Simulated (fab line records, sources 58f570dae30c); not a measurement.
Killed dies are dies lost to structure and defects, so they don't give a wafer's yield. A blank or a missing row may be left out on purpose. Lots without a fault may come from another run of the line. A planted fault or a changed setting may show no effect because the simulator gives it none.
Split-lot experiment | flow berkeley_cmos170 | 5 lots, 23 wafers read, on a route of 331 steps

THE SPLIT
At UCB170_PLDD_COAT_01 (resist thk 900 nm), the setting resist_thk_nm was moved away from the recipe's 900 nm on 9 of the 23 wafers read, by -4.9% to +4.7%. The other wafers ran this setting at the recipe's value.

The reading is taken at the split's own step.

THE READING
KrF_of_PLDD_COAT_01.thk_nm (the simulator's own value, which no gauge read), in nm, at UCB170_PLDD_COAT_01 (resist thk 900 nm). The file gives no usual value for it. The 14 wafers here that ran the recipe average 898.6 nm, standard deviation 2.9 nm.

wafer  | tool, chamber at the split | resist_thk_nm as run, nm | against the recipe | KrF_of_PLDD_COAT_01.thk_nm, nm | against lot-mates on the recipe
L075.2 | litho_track-04, 0          | 855.6                    | -4.9%              | 852.1                          | -42.4
L075.4 | litho_track-04, 0          | 855.6                    | -4.9%              | 852.1                          | -42.4
L075.3 | litho_track-04, 0          | 900                      | recipe             | 894.8                          | -
L075.5 | litho_track-04, 0          | 900                      | recipe             | 895.2                          | -
L075.6 | litho_track-04, 0          | 900                      | recipe             | 893.5                          | -
L078.2 | litho_track-02, 0          | 900                      | recipe             | 899.8                          | -
L078.3 | litho_track-02, 0          | 884.5                    | -1.7%              | 884.1                          | -15.1
L078.4 | litho_track-02, 0          | 900                      | recipe             | 898.6                          | -
L078.5 | litho_track-02, 0          | 884.5                    | -1.7%              | 885                            | -14.2
L078.6 | litho_track-02, 0          | 884.5                    | -1.7%              | 885.9                          | -13.3
L077.1 | litho_track-04, 0          | 900                      | recipe             | 901.9                          | -
L077.2 | litho_track-04, 0          | 900                      | recipe             | 901                            | -
L077.3 | litho_track-04, 0          | 942.6                    | +4.7%              | 942.6                          | +41.4
L077.4 | litho_track-04, 0          | 942.6                    | +4.7%              | 943.6                          | +42.4
L077.6 | litho_track-04, 0          | 900                      | recipe             | 900.6                          | -
L080.1 | litho_track-01, 0          | 878.4                    | -2.4%              | 878.4                          | -18.7
L080.2 | litho_track-01, 0          | 878.4                    | -2.4%              | 878.3                          | -18.8
L080.3 | litho_track-01, 0          | 900                      | recipe             | 898.1                          | -
L080.4 | litho_track-01, 0          | 900                      | recipe             | 896.4                          | -
L080.6 | litho_track-01, 0          | 900                      | recipe             | 896.7                          | -
L082.3 | litho_track-02, 0          | 900                      | recipe             | 903.2                          | -
L082.5 | litho_track-02, 0          | 900                      | recipe             | 902.7                          | -
L082.6 | litho_track-02, 0          | 900                      | recipe             | 897.7                          | -

THE FIT
A straight line over all 23 wafers: KrF_of_PLDD_COAT_01.thk_nm changes by +9.24 nm for each +1% of resist_thk_nm; r = +0.99; the points scatter about the line by 2.6 nm.
The same after taking each lot's own level away (the mean of its wafers on the recipe; 23 wafers): +8.62 nm for each +1%; r = +1.00; scatter 1.3 nm.
On that fit, the largest move of resist_thk_nm shifts the reading by 43 nm.
The lots' own levels span 894.50 to 901.20 nm, that is 2.3 times the standard deviation above.
So the lot-to-lot level changes the slope little: the two slopes agree.
Check: with one of the wafers moved furthest among these (-4.9%) left out of the fit, the line predicts -42.1 nm for it against its lot-mates. It came out at -42.4 nm against them.

OTHER SPLITS ON THESE WAFERS
These wafers also went through other splits before the reading. Each is held against what the fit with the lots' levels taken away leaves over:
other split on the same wafers        | wafers away from the commonest value | r with KrF_of_PLDD_COAT_01.thk_nm (lot level and that fit taken away)
UCB170_START_OXIDATION_02 ox_time_s   | 10                                   | +0.13
UCB170_NWELL_IMPLANT_14 dose_cm2      | 8                                    | -0.12
UCB170_PWELL_CVD_05 sih2cl2_flow_sccm | 15                                   | -0.18
UCB170_PWELL_IMPLANT_15 dose_cm2      | 10                                   | +0.15
UCB170_ACTIVE_OXIDATION_02 temp_c     | 15                                   | +0.12
UCB170_ACTIVE_PEB_11 peb_temp_c       | 10                                   | -0.31
UCB170_PFIELD_COAT_01 resist_thk_nm   | 8                                    | +0.20
UCB170_SCREENOX_OXIDATION_01 temp_c   | 18                                   | -0.13
UCB170_GATE_OXIDATION_01 ox_time_s    | 18                                   | +0.17

THE FILE'S OWN FIT
KrF_of_PLDD_COAT_01.thk_nm changes by +8.6 nm for each +1% of resist_thk_nm, r = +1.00.
